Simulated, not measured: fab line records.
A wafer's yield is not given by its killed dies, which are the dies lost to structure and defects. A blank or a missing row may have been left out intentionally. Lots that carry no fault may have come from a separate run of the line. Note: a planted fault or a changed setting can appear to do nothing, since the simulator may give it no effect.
A single fault, viewed from 2 desks	flow berkeley-cmos170	each desk has only its own numbers; what lay behind them comes last

## FOR THE TOOL OWNER'S DESK: rie-diel-04
The tool's own readings at UCB170_M1_ETCH_11 (etches BARC in N2/H2): means of the sampled wafers that have a number, for each lot that ran on this tool. If a lot's mean is further than 4 standard deviations from the usual mean, the lot is out of limits and carries the mark OUT (the distance appears in the brackets).
Columns: A = drypump-motor-current-A at UCB170_M1_ETCH_11, usual 5.8 A; B = h2-flow-sccm at UCB170_M1_ETCH_11, usual 199.9 sccm; C = oes-product-au at UCB170_M1_ETCH_11, usual 1.001 a.u.; D = throttle-valve-pct at UCB170_M1_ETCH_11, usual 13.34 %
lot	first seen here	A	B	C	D
L923	day 6 23:29	5.5	200.1	1.007	13.33
L926	day 7 08:13	5.8	200.5	1.021	13.44
L931	day 8 14:35	6.0	199.2	0.991	13.35
L936	day 9 11:52	6.1	200.2	0.993	13.35
L940	day 10 12:53	5.7	200.0	1.015	13.48
This desk's verdict: no lot among the 5 shows anything out of limits.

## METROLOGY DESK
Lot by lot, what the gauges showed, no matter which tool ran the lot: averages of those sampled wafers that carry a number. If a lot's mean is further than 4 standard deviations from the usual mean, the lot is out of limits and carries the mark OUT (the distance appears in the brackets).
Columns: A = V2_BOW at UCB170_V2_BOW_MEAS_03, usual 37 um; B = cd-nm at UCB170_M3_CD_MEAS_90, usual 700.4 nm
lot	first seen here	A	B
L923	day 7 12:31	35	703.3
L922	day 7 13:03	37	700.4
L924	day 7 13:16	40	701.8
L926	day 7 20:03	32	701.4
L927	day 8 01:52	34	702.1
L930	day 8 17:59	44	698.2
L929	day 8 18:14	34	700.9
L932	day 9 02:22	42	702.3
L931	day 9 02:32	45	698.5
L936	day 9 20:54	38	697.1
L940	day 11 00:31	33	700.9
L941	day 11 11:35	37	697.6
L943	day 11 18:00	44	701.8
L944	day 12 04:40	34	699.8
This desk's verdict: no lot among the 14 shows anything out of limits.

## ALL TOGETHER
Nothing out of limits was seen by the tool owner's desk.
At the metrology desk, nothing out of limits was observed.

## WHAT WAS PUT IN BY THE SIMULATOR
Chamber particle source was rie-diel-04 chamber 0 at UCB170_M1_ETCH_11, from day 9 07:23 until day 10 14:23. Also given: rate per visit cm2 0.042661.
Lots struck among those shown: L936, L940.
